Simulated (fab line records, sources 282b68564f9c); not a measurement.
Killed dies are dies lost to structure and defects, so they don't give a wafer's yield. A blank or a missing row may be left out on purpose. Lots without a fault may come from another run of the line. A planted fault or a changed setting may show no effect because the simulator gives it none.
fab line records | flow rit_cmos
record lots=13 wafers=39 last_day=8
route steps=202 shown GATE@95 M1@202
lots that met no fault: from a run of the same line without faults
start_h: hours from the record's first day to the start of the lot's first wafer shown | wait_h: hours since the lot's step before | " the same as in the row above | L1.1+2: a row that stands for several wafers | - no value, or no start given | * or withheld: withheld | < > ~ a bound
route shown NAME@n: a module of which the file shows steps, and the number in the route of the first | usual: mean/standard deviation of fault-free wafers | same: alike in all rows | chamber/n: place in a boat | sites: the reading at each site | _std_site: their standard deviation | _edge_site: outer sites' mean less inner sites' | radius_mm: how far each site lies from the wafer's centre | mask NAME#n: copy n | behind: the tool/chamber that last shaped the wafer | hold: why the lot was held/for how many hours/how that ended | device: the transistor (n, p or np) that didn't switch | end of line: the same wafers' tests at the end of the route | a step without rows: its recipe alone | killed: dies lost to structure and defects at the first sort, not the wafer's yield | map: a wafer's dies, x killed, . not, _ none there
set.NAME: the setting as run; set.NAME@STEP: as run at that earlier step | model.NAME: the simulator's own value behind a step, which no gauge read
steps of the route over a sample of lots; a table a step, a row a wafer
services: from which hour (start_h, from the record's first day; less than 0 if before it) a tool's chamber was out of use, for how many hours, and why
## steps
# step RIT_GATE_ETCH_19
# recipe chemistry=SF6/CHF3/O2 time_s=165 SF6_flow_sccm=30 CHF3_flow_sccm=30 O2_flow_sccm=5 target=poly-Si pressure_mtorr=40 rf_w=160 target_depth_a=3125 over_etch_frac=0.25 stop_on=SiO2
# usual CHF3_flow_sccm=30.01/0.095 chamber_pressure_mTorr=40.00/0.036 drypump_motor_current_A=5.6/0.32 oes_product_au=0.858/0.013 rf_fwd_power_W=159.5/0.56 throttle_valve_pct=10.21/0.15
# columns lot.wafer tool chamber start_h wait_h CHF3_flow_sccm chamber_pressure_mTorr drypump_motor_current_A oes_product_au rf_fwd_power_W rf_hours_counter_h throttle_valve_pct
L574.2 rie_si-02 2 37.57 0.1 29.83 40.02 5.5 0.869 160.1 115 10.25
L574.3 " 0 " " 30.19 40.04 5.7 0.831 160.3 56 10.19
L574.4 " 3 " " 30.05 40.00 5.2 0.866 159.4 1 10.42
L575.2 rie_si-01 2 42.67 0.1 29.92 40.01 6.1 0.853 160.0 97 10.25
L575.3 " 0 " " 30.06 40.03 5.3 0.849 159.4 1 10.35
L575.6 " 0 " " 30.00 40.00 5.3 0.849 159.2 - 10.35
L576.1 rie_si-02 1 47.23 0.1 29.98 39.94 6.1 0.883 160.3 2 10.10
L576.2 " 0 " " 30.04 40.00 5.7 0.840 159.9 56 10.18
L576.6 " 1 " " 30.12 40.05 6.1 0.873 160.3 - 10.11
L577.2 rie_si-01 2 52.46 0.1 30.04 39.93 6.1 0.857 159.6 97 10.28
L577.3 " 1 " " 30.15 40.05 5.3 0.848 159.5 86 9.92
L577.5 " 0 " " 29.99 40.00 5.3 0.870 158.9 - 10.37
L578.1 rie_si-02 2 60.02 0.1 30.12 39.99 5.6 0.866 158.4 115 10.24
L578.4 " 3 " " 30.08 39.99 5.2 0.849 159.5 1 10.43
L578.5 " 0 " " 30.01 39.98 5.7 0.826 159.3 - 10.19
L579.1 rie_si-01 2 63.18 0.1 30.09 40.04 6.1 0.854 158.7 98 10.25
L579.3 " 1 " " 29.97 39.95 5.3 0.845 160.5 86 9.90
L579.6 " 1 " " 29.98 40.01 5.3 0.852 159.3 - 9.92
L584.1 rie_si-02 0 86.89 0.1 30.04 39.99 5.7 0.841 158.4 56 10.19
L584.2 " 2 " " 30.09 40.00 5.6 0.867 159.5 116 10.27
L584.3 " 3 " " 29.85 40.01 5.3 0.865 223.5 1 10.42
L589.1 rie_si-01 3 118.02 0.1 29.98 40.03 5.5 0.864 159.6 112 10.29
L589.2 " 0 " " 29.94 40.03 5.3 0.847 160.6 2 10.37
L589.5 " 2 " " 29.88 40.00 6.1 0.859 159.2 - 10.27
L591.3 rie_si-01 2 124.34 0.1 29.97 39.95 6.1 0.848 159.5 98 10.27
L591.4 " 1 " " 30.09 40.02 5.4 0.840 160.0 87 9.90
L591.6 " 3 " " 30.01 40.00 5.6 0.863 158.0 - 10.30
L592.1 rie_si-01 0 137.02 0.1 29.82 40.02 5.3 0.861 159.4 2 10.37
L592.3 " 2 " " 30.07 40.03 6.1 0.863 159.1 98 10.27
L592.5 " 2 " " 29.89 40.01 6.1 0.859 159.2 - 10.26
L595.1 rie_si-01 0 152.56 0.1 30.17 39.98 5.3 0.862 159.7 2 10.38
L595.4 " 3 " " 29.95 40.00 5.5 0.873 159.4 112 10.29
L595.5 " 3 " " 29.90 40.11 5.6 0.873 159.4 - 10.31
L596.1 rie_si-02 0 154.60 0.1 30.01 40.03 5.7 0.838 159.3 57 10.18
L596.4 " 3 " " 30.05 39.98 5.3 0.862 159.6 2 10.42
L596.6 " 1 " " 30.04 39.98 6.0 0.879 159.5 - 10.13
L597.1 rie_si-01 1 163.75 0.1 29.91 39.94 5.3 0.860 160.3 87 9.93
L597.2 " 2 " " 30.18 40.05 6.1 0.857 159.1 98 10.25
L597.6 " 0 " " 30.12 40.02 5.3 0.856 159.1 - 10.37
# step RIT_M1_PROBE_99
# usual killed_at_contacts=0.0/0.25 killed_at_front_end=6.6/2.7 killed_dies=6.7/2.7 killed_open=3.3/1.9 killed_short=3.4/1.9
# same gross_dies=264 killed_at_M0_to_M3=0 killed_at_M4_up=0 killed_at_back_side=0 killed_at_other=0
# columns lot.wafer tool chamber start_h wait_h killed_at_contacts killed_at_front_end killed_dies killed_open killed_short
L589.1 prober-02 - 144.10 0.1 0 10 10 6 4
L589.2 prober-02 - 144.15 0.1 0 2 2 1 1
L589.5 prober-02 - 144.30 0.2 0 6 6 3 3
# killed by level:class
L589.1 FOX1:geometric_particle:open=2 GATE:geometric_particle:short=2 REOX:geometric_particle:open=2 FOX1:geometric_particle:short=1 FOX2:geometric_particle:open=1 GATE:geometric_particle:open=1 SPACER:geometric_particle:short=1
L589.2 GATE:geometric_particle:short=1 GATE:geometric_particle:open=1
L589.5 FOX2:geometric_particle:short=3 GATE:geometric_particle:open=2 SPACER:geometric_particle:open=1
## services
# columns tool chamber start_h hours kind
rie_si-01 3 19.07 45.1 repair
rie_si-01 - 23.55 4.3 pm
rie_si-02 - 49.03 0.3 repair
rie_si-01 0 78.93 11.9 repair
## key
first_sign step=RIT_GATE_ETCH_19 reading=rf_fwd_power_W direction=up sigmas=99+ usual=159.5 struck=223.5
effect none on later readings
met_at RIT_GATE_ETCH_19
struck_lots L584
struck_wafers L584.3
tester_left_out L584
onset_between 60.02 86.89
fault kind=process_parameter_drift tool=rie_si-02 chamber=3 onset_h=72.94 steps=RIT_GATE_ETCH_19 channel=rf_w offset=64 shape=step end_h=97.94 stated=160
# tester_left_out: of these lots the tester's yield and bins aren't shown, on N5 and GAA mostly nor the transistor test; their killed dies are dies lost to structure and defects alone, not to doping, threshold or leakage, so they don't give the yield
